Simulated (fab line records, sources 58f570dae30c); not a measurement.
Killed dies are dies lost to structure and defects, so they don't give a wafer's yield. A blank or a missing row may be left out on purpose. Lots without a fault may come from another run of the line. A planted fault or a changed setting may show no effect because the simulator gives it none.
Problem report in the 8D (eight disciplines) form, filled by code | flow berkeley_cmos170 | the parts of the form that need people (team, actions taken, sign-off) are left out

1. THE PROBLEM
prime_temp_c at UCB170_PLDD_HMDS_00 reads a mean of 93.69 C on 9 wafers of 3 lots; wafers without a fault read 100.03 C with a standard deviation of 0.13. That is -49 standard deviations from the usual mean.
The step: prime time 60 s.
First seen on wafer L924.3, day 7 12:43, on litho_track-02. The record holds 45 wafers of 15 lots with a number at this step. Rule for "out", or "out of limits": more than 4 standard deviations from the usual mean. The other wafers with a number count as sound.

2. WHAT IT IS AND WHAT IT IS NOT
question                    | is                     | is not
which readings at this step | prime_temp_c           | -
which lots                  | L924, L925, L927       | L917, L918, L919, L920, L921, L922, L923, L926, L933, L937, L939, L940
which wafers of those lots  | all that have a number | -
read on which tools         | litho_track-02         | litho_track-01, litho_track-03
when                        | from day 7 12:43       | up to then (21 sound wafers); but 15 sound wafers of L926, L933, L937, L939, L940 came after

3. SUSPECTS, AND WHAT RULES EACH OUT
Counting: a tool at a process step up to the reading stays a suspect if it ran every lot that is out and no sound lot after the first of them.
- litho_track-02 at UCB170_PLDD_HMDS_00 (prime time 60 s): kept. It ran every lot that is out, first L924 (day 7 12:43), and no sound lot after that; its last sound lot up to then is L921 (day 6 22:34). Its own readings are out on those wafers: prime_temp_c.
Left after counting: litho_track-02 at UCB170_PLDD_HMDS_00.

4. THE CAUSE (what the simulator had put in)
Process parameter drift: litho_track-02, from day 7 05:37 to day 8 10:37, at UCB170_PLDD_HMDS_00. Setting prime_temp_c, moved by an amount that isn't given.
Counting left only this tool.

5. THE CHAIN OF EFFECTS, in route order
Each row: a reading whose mean over the struck wafers that have a number lies more than 3 standard deviations from the usual. Only readings for which the record gives a usual standard deviation are gone through. hours: the time from each lot's start at the first step in this table that gives one to its start at this step, as a median over the lots. sigmas: the change in usual standard deviations.
hours | step                | reading      | usual    | on struck wafers | change | sigmas
0     | UCB170_PLDD_HMDS_00 | prime_temp_c | 100.03 C | 93.69            | -6.34  | -49
The process steps in it:
- UCB170_PLDD_HMDS_00: prime time 60 s.

6. WHAT WOULD HAVE CAUGHT IT SOONER
In this record the first reading out of limits was taken at day 7 12:43, 7 hours after the fault began at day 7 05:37.
